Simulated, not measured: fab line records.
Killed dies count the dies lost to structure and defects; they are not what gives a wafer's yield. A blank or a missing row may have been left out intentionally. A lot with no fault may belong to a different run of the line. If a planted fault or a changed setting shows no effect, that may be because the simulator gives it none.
fab line records ; flow rit_cmos
[record] lots = 6; wafers = 18; last_day = 7
route steps=202 shown GATE@83 M1@202
lots with no fault: from the same line, run without faults
start_h: hours from the record's first day to the start of the lot's first wafer shown ; wait_h: hours since the lot's step before ; " the same as in the row above ; L1.1+2: several wafers, shown together as one row ; - value missing, or start not given ; * or withheld: withheld ; < > ~ a bound
route shown NAME@n: a module of which the file shows steps, and the number in the route of the first ; usual: average and standard deviation across the fault-free wafers ; same: alike in all rows ; chamber/n: place in a boat ; sites: the reading at each site ; _std_site: the values' standard deviation ; _edge_site: inner sites' mean taken away from outer sites' mean ; radius_mm: how far each site lies from the wafer's centre ; mask NAME#n: copy n ; behind: tool/chamber where the wafer was last shaped ; hold: why the lot went on hold/how many hours it stayed there/how the hold came to an end ; device: whichever transistor did not switch (one of n, p or np) ; end of line: at the end of the route, the tests of the same wafers ; for a step that has no rows: nothing shown but its recipe ; killed: dies lost to structure and defects at the first sort, not the wafer's yield ; map: a wafer's dies, x killed, . not, _ none there
set.NAME: the setting that was run; set.NAME@STEP: the one run at that earlier step ; model.NAME: the simulator's own value behind a step, which no gauge read
lots seen at some steps along the route; tables by step, rows by wafer
services: from which hour (start_h, from the record's first day; less than 0 if before it) a tool's chamber was out of use, for how many hours, and why
[[steps]]
[step RIT_GATE_THK_MEAS_07]
[recipe] reads = SiO2_of_GATE_OXIDATION_05
[usual] GATE_OXIDE_THK = 2.83/0.064
lot.wafer;tool;chamber;start_h;wait_h;GATE_OXIDE_THK[nm]
L734.3;film_metro-01;-;68.07;0.0;2.89
L734.4;film_metro-01;-;68.07;0.0;2.87
L734.5;film_metro-01;-;68.07;0.0;2.87
L736.1;film_metro-03;-;76.18;0.0;2.82
L736.4;film_metro-03;-;76.18;0.0;2.82
L736.5;film_metro-03;-;76.18;0.0;2.78
L741.1;film_metro-01;-;102.59;0.0;2.80
L741.2;film_metro-01;-;102.59;0.0;2.77
L741.6;film_metro-01;-;102.59;0.0;2.78
L743.2;film_metro-04;-;109.70;0.0;2.80
L743.3;film_metro-04;-;109.70;0.0;2.87
L743.4;film_metro-04;-;109.70;0.0;2.89
L748.2;film_metro-04;-;137.40;0.0;2.75
L748.3;film_metro-04;-;137.40;0.0;2.81
L748.4;film_metro-04;-;137.40;0.0;2.84
L751.1;film_metro-03;-;154.41;0.0;2.93
L751.2;film_metro-03;-;154.41;0.0;3.03
L751.6;film_metro-03;-;154.41;0.0;2.97
[step RIT_GATE_CVD_08]
[recipe] material = poly-Si; target_thk_nm = 250; temp_c = 610; precursor = SiH4; time_s = 2220; pressure_mtorr = 300; sih4_flow_sccm = 100
[step RIT_GATE_THK_MEAS_09]
[recipe] reads = poly-Si_of_GATE_CVD_08
[usual] GATE_POLY_THK = 248.6/2.4
lot.wafer;tool;chamber;start_h;wait_h;GATE_POLY_THK[nm]
L734.3;film_metro-03;-;69.74;0.0;245.2
L734.4;film_metro-03;-;69.74;0.0;247.5
L734.5;film_metro-03;-;69.74;0.0;243.3
L736.1;film_metro-03;-;77.86;0.0;248.6
L736.4;film_metro-03;-;77.86;0.0;248.9
L736.5;film_metro-03;-;77.86;0.0;248.7
L741.1;film_metro-01;-;104.26;0.0;246.4
L741.2;film_metro-01;-;104.26;0.0;246.5
L741.6;film_metro-01;-;104.26;0.0;246.3
L743.2;film_metro-04;-;111.38;0.0;249.7
L743.3;film_metro-04;-;111.38;0.0;250.5
L743.4;film_metro-04;-;111.38;0.0;248.8
L748.2;film_metro-03;-;139.98;0.0;247.5
L748.3;film_metro-03;-;139.98;0.0;249.2
L748.4;film_metro-03;-;139.98;0.0;249.3
L751.1;film_metro-03;-;156.09;0.0;249.0
L751.2;film_metro-03;-;156.09;0.0;247.1
L751.6;film_metro-03;-;156.09;0.0;247.9
[step RIT_GATE_HMDS_10]
[recipe] prime_time_s = 60; prime_temp_c = 140
[step RIT_GATE_COAT_11]
[recipe] resist = NOVOLAK; spin_rpm = 4250; resist_thk_nm = 850
[step RIT_GATE_SOFTBAKE_12]
[recipe] resist = NOVOLAK; temp_c = 90; time_s = 60
[step RIT_GATE_EXPOSE_13]
[recipe] mask_id = M6; na = 0.6; source_shape = conventional; sigma_outer = 0.6; target_cd_nm = 150; dose_mj = 380
[step RIT_GATE_PEB_14]
[recipe] resist = NOVOLAK; temp_c = withheld; time_s = withheld
[step RIT_GATE_DEVELOP_15]
[recipe] resist = NOVOLAK; develop_time_s = 50; dev_temp_c = 23
[step RIT_GATE_CD_MEAS_16]
[recipe] target_cd_nm = 150
[usual] cd_nm = 149.6/2.7
lot.wafer;tool;chamber;start_h;wait_h;cd_nm
L734.3;cd_sem-01;-;70.80;-;148.2
L734.4;cd_sem-01;-;70.80;-;148.5
L734.5;cd_sem-01;-;70.80;-;149.4
L736.1;cd_sem-02;-;78.94;-;145.7
L736.4;cd_sem-02;-;78.94;-;143.0
L736.5;cd_sem-02;-;78.94;-;145.5
L741.1;cd_sem-01;-;105.30;-;149.5
L741.2;cd_sem-01;-;105.30;-;147.2
L741.6;cd_sem-01;-;105.30;-;149.2
L743.2;cd_sem-02;-;112.30;-;143.4
L743.3;cd_sem-02;-;112.30;-;147.5
L743.4;cd_sem-02;-;112.30;-;146.1
L748.2;cd_sem-01;-;141.10;-;147.0
L748.3;cd_sem-01;-;141.10;-;150.7
L748.4;cd_sem-01;-;141.10;-;147.6
L751.1;cd_sem-01;-;157.13;-;152.8
L751.2;cd_sem-01;-;157.13;-;151.6
L751.6;cd_sem-01;-;157.13;-;150.2
[step RIT_GATE_OVL_MEAS_17]
[usual] GATE_OVL = 0.4/1.3
lot.wafer;tool;chamber;start_h;wait_h;GATE_OVL[nm]
L734.3;overlay-02;-;70.89;0.1;1.5
L734.4;overlay-02;-;70.89;0.1;-0.9
L734.5;overlay-02;-;70.89;0.1;0.7
L736.1;overlay-02;-;79.06;0.1;1.2
L736.4;overlay-02;-;79.06;0.1;0.8
L736.5;overlay-02;-;79.06;0.1;1.0
L741.1;overlay-02;-;105.42;0.1;-0.1
L741.2;overlay-02;-;105.42;0.1;0.2
L741.6;overlay-02;-;105.42;0.1;0.3
L743.2;overlay-02;-;112.40;0.1;-0.4
L743.3;overlay-02;-;112.40;0.1;2.5
L743.4;overlay-02;-;112.40;0.1;-0.9
L748.2;overlay-02;-;141.21;0.1;1.7
L748.3;overlay-02;-;141.21;0.1;1.8
L748.4;overlay-02;-;141.21;0.1;1.6
L751.1;overlay-01;-;157.25;0.1;-1.7
L751.2;overlay-01;-;157.25;0.1;0.0
L751.6;overlay-01;-;157.25;0.1;-1.0
[step RIT_GATE_HARDBAKE_18]
[recipe] resist = NOVOLAK; temp_c = 140; time_s = 60
[step RIT_GATE_ETCH_19]
[recipe] chemistry = SF6/CHF3/O2; time_s = 165; SF6_flow_sccm = 30; CHF3_flow_sccm = 30; O2_flow_sccm = 5; target = poly-Si; pressure_mtorr = 40; rf_w = 163; target_depth_a = 3125; over_etch_frac = 0.25; stop_on = SiO2
[usual] CHF3_flow_sccm = 30.01/0.11; drypump_motor_current_A = 6.0/0.45; he_backside_leak_sccm = 2.89/0.26; oes_product_au = 0.842/0.018; throttle_valve_pct = 10.23/0.17
lot.wafer;tool;chamber;start_h;wait_h;CHF3_flow_sccm;drypump_motor_current_A;he_backside_leak_sccm;oes_product_au;rf_hours_counter_h;throttle_valve_pct;model.NOVOLAK_of_GATE_COAT_11.thk_nm
L734.3;rie_si-01;3;71.06;0.1;30.08;5.7;2.96;0.893;110;10.25;675
L734.4;rie_si-01;0;71.06;0.1;30.05;6.0;3.27;0.839;111;10.13;665.9
L734.5;rie_si-01;0;71.06;0.1;29.93;6.0;3.23;0.828;-;10.13;667.2
L736.1;rie_si-01;0;79.25;0.1;30.07;6.1;3.13;0.832;111;10.12;666.2
L736.4;rie_si-01;3;79.25;0.1;29.88;5.7;3.01;0.900;110;10.25;673.9
L736.5;rie_si-01;3;79.25;0.1;29.77;5.6;3.05;0.893;-;10.25;670.9
L741.1;rie_si-02;1;105.60;0.1;30.08;5.8;2.95;0.860;116;10.25;660.9
L741.2;rie_si-02;3;105.60;0.1;30.14;5.5;2.94;0.810;106;10.40;668.4
L741.6;rie_si-02;3;105.60;0.1;29.83;5.5;2.81;0.808;-;10.41;670.3
L743.2;rie_si-02;1;112.58;0.1;30.06;5.8;3.27;0.865;116;10.24;664.8
L743.3;rie_si-02;3;112.58;0.1;30.06;5.5;2.92;0.817;106;10.41;669.6
L743.4;rie_si-02;2;112.58;0.1;29.95;6.6;2.29;0.828;28;10.53;664
L748.2;rie_si-01;1;141.39;0.1;29.91;6.5;2.83;0.844;2;9.96;663.2
L748.3;rie_si-01;2;141.39;0.1;29.93;6.4;2.92;0.847;102;10.31;664.2
L748.4;rie_si-01;3;141.39;0.1;30.12;5.6;2.80;0.854;110;10.25;665.1
L751.1;rie_si-02;2;157.43;0.1;30.09;6.6;2.32;0.820;29;10.51;669.8
L751.2;rie_si-02;1;157.43;0.1;29.79;5.8;3.14;0.861;116;10.24;666.4
L751.6;rie_si-02;3;157.43;0.1;29.99;5.5;3.06;0.809;-;10.41;672.1
[step RIT_GATE_STRIP_20]
[recipe] chemistry = O2; time_s = 180; resist = NOVOLAK; platen_temp_c = withheld; power_w = 500; pressure_mtorr = 4000; o2_flow_sccm = 4000
[usual] drypump_motor_current_A = 5.3/0.4
lot.wafer;tool;chamber;start_h;wait_h;drypump_motor_current_A;rf_hours_counter_h
L734.3;plasma_asher-01;1;71.23;0.1;4.8;-
L734.4;plasma_asher-01;0;71.23;0.1;5.4;-
L734.5;plasma_asher-01;0;71.23;0.1;5.4;-
L736.1;plasma_asher-03;1;79.36;0.1;5.9;46
L736.4;plasma_asher-03;1;79.36;0.1;5.9;-
L736.5;plasma_asher-03;0;79.36;0.1;4.9;-
L741.1;plasma_asher-04;0;105.71;0.1;5.6;26
L741.2;plasma_asher-04;1;105.71;0.1;5.5;26
L741.6;plasma_asher-04;0;105.71;0.1;5.6;-
L743.2;plasma_asher-04;0;112.69;0.1;5.6;27
L743.3;plasma_asher-04;0;112.69;0.1;5.6;-
L743.4;plasma_asher-04;1;112.69;0.1;5.5;-
L748.2;plasma_asher-01;0;141.49;0.1;5.4;54
L748.3;plasma_asher-01;1;141.49;0.1;4.8;-
L748.4;plasma_asher-01;0;141.49;0.1;5.4;-
L751.1;plasma_asher-01;1;157.54;0.1;4.8;55
L751.2;plasma_asher-01;0;157.54;0.1;5.4;55
L751.6;plasma_asher-01;1;157.54;0.1;4.8;-
[step RIT_M1_PROBE_99]
[usual] killed_at_contacts = 0.0/0.2; killed_at_front_end = 6.6/2.9; killed_dies = 6.6/3; killed_on_rim = 1.7/1.4; killed_open = 3.4/2; killed_short = 3.2/2
[same] gross_dies = 264; killed_at_M0_to_M3 = 0; killed_at_M4_up = 0; killed_at_back_side = 0; killed_at_other = 0
lot.wafer;tool;chamber;start_h;wait_h;killed_at_contacts;killed_at_front_end;killed_dies;killed_on_rim;killed_open;killed_short;model.etest.poly_comb_over_steps.leak_log10_a_um
L734.3;prober-02;-;91.16;0.2;0;4;4;1;1;3;-12.77
L734.4;prober-02;-;91.21;0.2;0;3;3;2;1;2;-12.88
L734.5;prober-02;-;91.26;0.2;0;8;8;2;3;5;-12.81
L736.1;prober-02;-;99.45;0.1;0;7;7;2;4;3;-12.99
L736.4;prober-02;-;99.60;0.2;1;10;11;2;7;4;-12.5
L736.5;prober-02;-;99.65;0.2;0;13;13;3;6;7;-12.5
L741.1;prober-01;-;125.95;0.1;0;5;5;1;2;3;-12.84
L741.2;prober-01;-;126.00;0.1;0;4;4;2;3;1;-12.75
L741.6;prober-01;-;126.20;0.2;0;3;3;1;2;1;-12.69
L743.2;prober-01;-;132.87;0.1;0;6;6;1;2;4;-12.89
L743.3;prober-01;-;132.92;0.2;0;5;5;2;4;1;-12.84
L743.4;prober-01;-;132.97;0.2;0;4;4;0;1;3;-12.71
L748.2;prober-02;-;163.04;0.1;0;6;6;0;4;2;-12.8
L748.3;prober-02;-;163.09;0.2;0;8;8;3;5;3;-12.85
L748.4;prober-02;-;163.14;0.2;0;4;4;1;1;3;-12.87
L751.1;prober-01;-;177.83;0.1;0;10;10;1;6;4;-12.9
L751.2;prober-01;-;177.88;0.1;0;14;14;8;3;11;-12.82
L751.6;prober-01;-;178.08;0.2;0;5;5;3;3;2;-12.95
// killed by level:class
L734.3 GATE:geometric_particle:short=3 GATE:geometric_particle:open=1
L734.4 GATE:geometric_particle:short=1 GATE:geometric_particle:open=1 SILICIDE:geometric_particle:short=1
L734.5 FOX1:geometric_particle:short=2 GATE:geometric_particle:open=2 SPACER:geometric_particle:short=2 FOX2:geometric_particle:open=1 GATE:geometric_particle:short=1
L736.1 GATE:geometric_particle:open=2 REOX:geometric_particle:short=2 FOX1:geometric_particle:open=1 FOX2:geometric_particle:short=1 SILICIDE:geometric_particle:open=1
L736.4 REOX:geometric_particle:open=2 REOX:geometric_particle:short=2 FOX1:geometric_particle:open=1 GATE:geometric_particle:open=1 GATE:geometric_particle:short=1 SPACER:geometric_particle:open=1 SILICIDE:geometric_particle:open=1 SILICIDE:geometric_particle:short=1
L736.5 GATE:geometric_particle:short=3 REOX:geometric_particle:short=3 SILICIDE:geometric_particle:open=3 GATE:geometric_particle:open=2 FOX1:geometric_particle:open=1 FOX1:geometric_particle:short=1
L741.1 GATE:geometric_particle:short=3 GATE:geometric_particle:open=1 SILICIDE:geometric_particle:open=1
L741.2 REOX:geometric_particle:open=2 SPACER:geometric_particle:short=1 SPACER:geometric_particle:open=1
L741.6 SPACER:geometric_particle:open=2 FOX1:geometric_particle:short=1
L743.2 GATE:geometric_particle:open=2 GATE:geometric_particle:short=2 REOX:geometric_particle:short=1 SPACER:geometric_particle:short=1
L743.3 GATE:geometric_particle:open=2 FOX1:geometric_particle:open=1 GATE:geometric_particle:short=1 REOX:geometric_particle:open=1
L743.4 SILICIDE:geometric_particle:short=2 SPACER:geometric_particle:short=1 SILICIDE:geometric_particle:open=1
L748.2 GATE:geometric_particle:short=2 GATE:geometric_particle:open=1 REOX:geometric_particle:open=1 SPACER:geometric_particle:open=1 SILICIDE:geometric_particle:open=1
L748.3 GATE:geometric_particle:open=3 REOX:geometric_particle:open=2 FOX1:geometric_particle:short=1 GATE:geometric_particle:short=1 REOX:geometric_particle:short=1
L748.4 GATE:geometric_particle:short=1 REOX:geometric_particle:short=1 SPACER:geometric_particle:open=1 SPACER:geometric_particle:short=1
L751.1 GATE:geometric_particle:open=2 SPACER:geometric_particle:open=2 SILICIDE:geometric_particle:short=2 FOX2:geometric_particle:open=1 GATE:geometric_particle:short=1 SPACER:geometric_particle:short=1 SILICIDE:geometric_particle:open=1
L751.2 GATE:geometric_particle:short=3 FOX1:geometric_particle:short=2 SPACER:geometric_particle:short=2 SILICIDE:geometric_particle:open=2 ACTIVE:geometric_particle:short=1 FOX1:geometric_particle:open=1 FOX2:geometric_particle:short=1 REOX:geometric_particle:short=1
L751.6 SPACER:geometric_particle:open=2 FOX1:geometric_particle:short=1 REOX:geometric_particle:open=1 SILICIDE:geometric_particle:short=1
[[services]]
tool;chamber;start_h;hours;kind
plasma_asher-03;-;68.20;8.0;repair
plasma_asher-04;-;69.16;10.0;pm
plasma_asher-01;-;90.33;1.3;repair
plasma_asher-04;-;95.39;2.0;repair
[[key]]
[first_sign] step = RIT_GATE_ETCH_19; reading = oes_product_au; direction = up; sigmas = 3; usual = 0.842; struck = 0.896
effect none on later readings
[model_effect] step = RIT_GATE_ETCH_19; value = NOVOLAK_of_GATE_COAT_11.thk_nm; without = 668.2; struck = 673.3
[model_effect] step = RIT_M1_PROBE_99; value = etest.poly_comb_over_steps.leak_log10_a_um; without = -12.84; struck = -12.59
met_at RIT_GATE_ETCH_19
struck_wafers L734.3,L736.4,L736.5
tester_left_out L734,L736
[fault] kind = process_parameter_drift; tool = rie_si-01; chamber = 3; onset_h = 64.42; steps = RIT_GATE_ETCH_19; channel = target_depth_a; offset = -187.17; shape = step; end_h = 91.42; stated = 3125
// tester_left_out: of these lots the tester's yield and bins aren't shown, on N5 and GAA mostly nor the transistor test; their killed dies are dies lost to structure and defects alone, not to doping, threshold or leakage, so they don't give the yield
